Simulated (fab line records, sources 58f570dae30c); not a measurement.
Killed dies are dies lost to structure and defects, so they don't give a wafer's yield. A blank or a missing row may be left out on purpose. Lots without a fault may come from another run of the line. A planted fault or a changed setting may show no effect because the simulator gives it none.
Which tool did it? | flow berkeley_cmos170 | 14 lots, 42 wafers sampled, at 6 steps of a route of 331

WHAT THE GAUGES READ, wafer by wafer
UCB170_GATE_CD_MEAS_12: target cd 350 nm.
lot  | measured     | on        | cd_nm (nm)
L493 | day 6 01:50  | cd_sem-02 | 348.1 347.0 346.9
L494 | day 6 02:10  | cd_sem-01 | 350.8 352.6 349.6
L495 | day 6 08:24  | cd_sem-02 | 348.1 346.8 347.3
L496 | day 6 15:29  | cd_sem-02 | 348.7 348.6 350.0
L497 | day 7 02:46  | cd_sem-02 | 349.4 349.0 349.9
L498 | day 7 02:56  | cd_sem-01 | 349.6 349.6 350.1
L502 | day 8 10:04  | cd_sem-02 | 349.0 349.9 349.6
L506 | day 8 17:23  | cd_sem-01 | 353.0 351.2 353.1
L507 | day 9 01:23  | cd_sem-01 | 350.4 350.8 349.2
L508 | day 9 01:30  | cd_sem-02 | 353.2 352.2 351.6
L509 | day 9 01:47  | cd_sem-02 | 350.5 350.6 351.2
L510 | day 9 12:15  | cd_sem-02 | 350.6 350.5 351.1
L512 | day 10 10:41 | cd_sem-02 | 352.0 352.6 349.9
L514 | day 10 15:03 | cd_sem-02 | 350.9 351.9 351.7

UCB170_GATE_CD_MEAS_90: target cd 350 nm.
lot  | measured     | on        | cd_nm (nm)
L493 | day 6 02:19  | cd_sem-02 | 348.3 348.2 348.0
L494 | day 6 02:36  | cd_sem-01 | 350.1 351.9 348.2
L495 | day 6 08:45  | cd_sem-02 | 348.2 347.6 348.4
L496 | day 6 15:49  | cd_sem-01 | 348.7 349.0 349.4
L497 | day 7 03:07  | cd_sem-02 | 349.6 349.3 349.8
L498 | day 7 03:17  | cd_sem-02 | 350.4 349.6 351.1
L502 | day 8 10:25  | cd_sem-02 | 348.3 349.6 349.7
L506 | day 8 17:43  | cd_sem-01 | 352.5 351.3 353.7
L507 | day 9 01:44  | cd_sem-01 | 349.9 351.2 348.9
L508 | day 9 01:54  | cd_sem-02 | 352.4 352.1 352.0
L509 | day 9 02:14  | cd_sem-01 | 350.7 350.9 351.6
L510 | day 9 12:51  | cd_sem-02 | 350.2 351.3 351.1
L512 | day 10 11:04 | cd_sem-02 | 352.0 352.5 349.9
L514 | day 10 15:24 | cd_sem-01 | 350.6 352.4 352.5

UCB170_NLDD_TW_MEAS_11.
lot  | measured     | on            | NLDD_TW
L493 | day 6 06:47  | film_metro-01 | 2205 2206 2211
L494 | day 6 06:53  | film_metro-01 | 2210 2205 2205
L495 | day 6 13:20  | film_metro-04 | 2197 2178 2180
L496 | day 6 19:34  | film_metro-03 | 2193 2201 2192
L497 | day 7 08:51  | film_metro-01 | 2218 2216 2200
L498 | day 7 08:58  | film_metro-01 | 2217 2213 2198
L502 | day 8 14:35  | film_metro-01 | 2196 2211 2206
L506 | day 9 02:57  | film_metro-03 | 2089 2075 2065
L507 | day 9 07:44  | film_metro-03 | 2071 2068 2078
L508 | day 9 07:59  | film_metro-03 | 2179 2173 2163
L509 | day 9 07:52  | film_metro-01 | 2226 2213 2216
L510 | day 9 17:17  | film_metro-04 | 2182 2199 2185
L512 | day 10 14:43 | film_metro-01 | 2212 2212 2209
L514 | day 10 19:13 | film_metro-04 | 2198 2194 2182

UCB170_SDANNEAL_RS_MEAS_05: measures by four-point-probe.
lot  | measured     | on            | NLDD_RS (ohm/sq)
L493 | day 6 17:25  | film_metro-04 | 617.7 617.1 619.0
L494 | day 6 17:56  | film_metro-01 | 615.9 618.9 617.5
L495 | day 6 21:39  | film_metro-03 | 616.0 616.4 617.6
L496 | day 7 05:34  | film_metro-04 | 617.7 616.7 617.2
L497 | day 7 17:13  | film_metro-04 | 619.6 618.8 618.0
L498 | day 7 17:25  | film_metro-03 | 617.2 617.4 616.6
L502 | day 9 06:01  | film_metro-03 | 617.3 616.7 618.0
L506 | day 9 13:49  | film_metro-01 | 686.5 688.3 687.4
L507 | day 9 16:59  | film_metro-04 | 692.2 691.6 692.0
L508 | day 9 17:22  | film_metro-01 | 616.7 616.9 617.8
L509 | day 9 17:29  | film_metro-03 | 617.3 617.9 616.0
L510 | day 10 03:54 | film_metro-01 | 617.1 617.8 617.2
L512 | day 11 02:41 | film_metro-04 | 615.7 615.0 617.9
L514 | day 11 04:53 | film_metro-03 | 615.9 617.4 615.7

WHICH TOOL RAN EACH LOT (tool, then ch and the chambers of the sampled wafers, then the start)
lot  | UCB170_NLDD_IMPLANT_08          | UCB170_NLDD_STRIP_10
L493 | implanter-01 ch 0, day 6 06:20  | plasma_asher-01 ch 0,1, day 6 06:38
L494 | implanter-03 ch 0, day 6 06:29  | plasma_asher-04 ch 0,1, day 6 06:45
L495 | implanter-01 ch 0, day 6 12:56  | plasma_asher-01 ch 0,1, day 6 13:14
L496 | implanter-03 ch 0, day 6 19:10  | plasma_asher-01 ch 0,1, day 6 19:28
L497 | implanter-04 ch 0, day 7 08:27  | plasma_asher-01 ch 0,1, day 7 08:45
L498 | implanter-01 ch 0, day 7 08:35  | plasma_asher-04 ch 0,1, day 7 08:52
L502 | implanter-03 ch 0, day 8 14:12  | plasma_asher-04 ch 0,1, day 8 14:28
L506 | implanter-03 ch 0, day 9 02:34  | plasma_asher-01 ch 0,1, day 9 02:50
L507 | implanter-03 ch 0, day 9 07:20  | plasma_asher-04 ch 0,1, day 9 07:38
L508 | implanter-04 ch 0, day 9 07:35  | plasma_asher-01 ch 0,1, day 9 07:53
L509 | implanter-01 ch 0, day 9 07:28  | plasma_asher-02 ch 0,1, day 9 07:46
L510 | implanter-01 ch 0, day 9 16:53  | plasma_asher-01 ch 0,1, day 9 17:11
L512 | implanter-04 ch 0, day 10 14:19 | plasma_asher-02 ch 0,1, day 10 14:37
L514 | implanter-01 ch 0, day 10 18:46 | plasma_asher-01 ch 0,1, day 10 19:04
- UCB170_NLDD_IMPLANT_08
- UCB170_NLDD_STRIP_10: strips in O2.

WHAT THE TOOLS THEMSELVES READ (means of the sampled wafers that have a number; where no wafer has one, the mark that the record gives instead)
UCB170_NLDD_IMPLANT_08.
lot  | tool         | dose_ions_cm2 | faraday_current_uA | rotation_deg (degrees)
L493 | implanter-01 | 5.000e+13     | 161                | -0.011
L494 | implanter-03 | 5.004e+13     | 160                | -0.027
L495 | implanter-01 | 5.002e+13     | 156                | 0.019
L496 | implanter-03 | 5.004e+13     | 156                | -0.033
L497 | implanter-04 | 5.006e+13     | 160                | 0.005
L498 | implanter-01 | 5.005e+13     | 163                | -0.017
L502 | implanter-03 | 5.001e+13     | 156                | -0.023
L506 | implanter-03 | 3.441e+13     | 108                | 0.008
L507 | implanter-03 | 3.441e+13     | 109                | -0.007
L508 | implanter-04 | 4.998e+13     | 158                | -0.014
L509 | implanter-01 | 4.991e+13     | 159                | 0.007
L510 | implanter-01 | 4.996e+13     | 153                | 0.022
L512 | implanter-04 | 5.000e+13     | 156                | -0.003
L514 | implanter-01 | 5.001e+13     | 158                | 0.022

UCB170_NLDD_STRIP_10.
lot  | tool            | drypump_motor_current_A (A) | oes_product_au (a.u.) | strip_time_to_endpoint_s (s)
L493 | plasma_asher-01 | 5.4                         | 0.730                 | 21.65
L494 | plasma_asher-04 | 5.9                         | 0.734                 | 21.62
L495 | plasma_asher-01 | 5.5                         | 0.737                 | 21.71
L496 | plasma_asher-01 | 5.5                         | 0.736                 | 21.59
L497 | plasma_asher-01 | 5.6                         | 0.730                 | 21.68
L498 | plasma_asher-04 | 6.0                         | 0.732                 | 21.66
L502 | plasma_asher-04 | 6.0                         | 0.735                 | 21.59
L506 | plasma_asher-01 | 5.4                         | 0.734                 | 21.74
L507 | plasma_asher-04 | 6.0                         | 0.733                 | 21.67
L508 | plasma_asher-01 | 5.4                         | 0.736                 | 21.65
L509 | plasma_asher-02 | 6.0                         | 0.735                 | 21.67
L510 | plasma_asher-01 | 5.4                         | 0.736                 | 21.60
L512 | plasma_asher-02 | 6.0                         | 0.736                 | 21.67
L514 | plasma_asher-01 | 5.4                         | 0.732                 | 21.62

THE ANSWER, worked out from the rows above alone
Rule: what is usual is taken from the lots themselves. Put in order of their means at a reading, lots are off if they are a third of the lots or fewer, leave a main group of 4 or more, and stand apart from it by a gap of 3 or more times the standard deviation of the main group's means; of several such gaps the widest counts. A main group whose means are all the same, to the digits that the tables above print for the reading, isn't used. A lot without any number at a reading at which 4 lots or more have one is off too. The other lots that the step has rows for count as sound. The gauges are gone through in route order, then the tools' own readings, and for those a lot's mean is taken as printed above. The first step at which some lot is off is used, and at that step the reading that is off furthest; a lot without a number counts as furthest.
Off: L506, L507, at UCB170_NLDD_TW_MEAS_11 (NLDD_TW). The main group: mean 2200, standard deviation 13.
A tool fits if, at a process step before that reading, it ran every lot that is off, and no sound lot after the first of them. The gauges at UCB170_NLDD_TW_MEAS_11 aren't tried: what is off there is off at UCB170_SDANNEAL_RS_MEAS_05 too, on other tools, and a gauge's error can't cause that. One fits: implanter-03 at UCB170_NLDD_IMPLANT_08. Its last sound lot is L502 (day 8 14:12), its first lot that is off L506 (day 9 02:34): a fault that began between those two fits.
The tool's own readings at UCB170_NLDD_IMPLANT_08 bear it out: on the lots that are off they differ by more than 5 times the standard deviation of the sound lots' means. dose_ions_cm2 reads 3.441e+13 there against 5.001e+13 on the sound lots; faraday_current_uA reads 108 there against 158 on the sound lots.

WHAT THE SIMULATOR HAD PUT IN
Process parameter drift: implanter-03, from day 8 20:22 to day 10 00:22, at UCB170_NLDD_IMPLANT_08. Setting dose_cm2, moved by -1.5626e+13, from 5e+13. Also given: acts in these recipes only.
Lots struck among those shown: L506, L507. The rule above found the same.
